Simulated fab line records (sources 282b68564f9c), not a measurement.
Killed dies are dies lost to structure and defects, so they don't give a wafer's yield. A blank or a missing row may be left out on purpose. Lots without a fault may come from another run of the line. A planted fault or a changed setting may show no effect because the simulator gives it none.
Comparing a struck lot with a sound one	flow rit cmos	15 out of 202 route steps
Sound: the wafers L590.1, L590.2, L590.5. Struck: wafers L601.2, L601.6 (left out: L601.5, a lot-mate that was not struck); the cause follows at the end.
For every step that has rows: the tool of each side, followed by ch and its chambers, followed by its first start. Under that, the readings that differ: sound wafers	struck wafers	difference of the means	sigmas: that difference in standard deviations of wafers without a fault.
alike: same words and numbers on both sides, and readings whose means sit less than 2 such deviations apart. not compared: any withheld reading, any reading some wafer has no value for, any bound like >300 that may hide the same value, and any number with overlapping values for which the record gives no deviation.
A row with sigmas, a row that says differs or no value, or rows on one side alone: a step with any of these is where the two part. When numbers do not overlap yet have no deviation, they are printed without sigmas and do not part them. A reading that every wafer of one side lacks parts them only if that side has two wafers or more.

RIT_M1_SPUTTER_00: material Al, target thk 400 nm, time 500 s.
  sound on pvd sputter-02 at day 4 12:34; struck on pvd sputter-01 at day 6 17:35
  alike: throttle valve pct
RIT_M1_RS_MEAS_01: uses a four-point probe to measure.
  sound on film metro-03 at day 4 12:52; struck on film metro-04 at day 6 17:55
  alike: M1_AL_RS
RIT_M1_THK_MEAS_02: measures by xrf.
  sound on film metro-03 at day 4 12:59; struck on film metro-04 at day 6 18:01
  alike: M1_AL_THK
then, 6 steps without rows for these wafers: RIT_M1_HMDS_03 (prime time 60 s); RIT_M1_COAT_04 (resist thk 1300 nm); RIT_M1_SOFTBAKE_05 (time 60 s); RIT_M1_EXPOSE_06 (exposes mask M12, target cd 2600 nm); RIT_M1_PEB_07; RIT_M1_DEVELOP_08 (develop time 68 s).
RIT_M1_CD_MEAS_09: target cd 2600 nm.
  sound on cd sem-02 at day 4 13:59; struck on cd sem-01 at day 6 18:58
  alike: cd nm
RIT_M1_OVL_MEAS_10:
  sound on overlay-01 at day 4 14:07; struck on overlay-02 at day 6 19:04
  alike: M1_OVL
then, 1 step without rows for these wafers: RIT_M1_HARDBAKE_11 (time 120 s).
RIT_M1_METAL_ETCH_12: etches Al in Cl2/BCl3, stops on SiO2, time 165 s, target depth 600 nm.
  sound on rie metal-03 ch 0,1, day 4 14:24; struck on rie metal-01 ch 1, day 6 19:23
reading	sound	struck	difference	sigmas
oes product au (a.u.)	0.772 0.764 0.772	0.852 0.854	+0.084	+6
run length s (s)	193.56 193.00 193.33	182.32 182.59	-10.84	-40
model.NOVOLAK_of_M1_COAT_04.thk nm (nm)	783.8 810.5 807.8	835.6 836.3	+35.3	
  alike: drypump motor current A, he backside leak sccm, throttle valve pct
  not compared: rf hours counter h
then, 1 step without rows for these wafers: RIT_M1_STRIP_13 (strips in nmp, time 600 s).
RIT_M1_PROBE_99:
  sound on prober-02 at day 4 16:40; struck on prober-01 at day 6 21:41
  alike: defect limited yield, killed at contacts, killed at front end, killed dies, killed open, killed short, sort_bin_3_pad_short, sort_bin_5_function, sort_bin_6_memory, sort n pass, sort yield pct

## WHERE THEY PART
Only at RIT_M1_METAL_ETCH_12, within this record. Later steps at which nothing parts them and some readings are alike: RIT_M1_PROBE_99.

WHY: whatever the simulator had introduced
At RIT_M1_METAL_ETCH_12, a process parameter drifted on rie metal-01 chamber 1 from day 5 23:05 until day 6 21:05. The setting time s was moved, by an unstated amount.
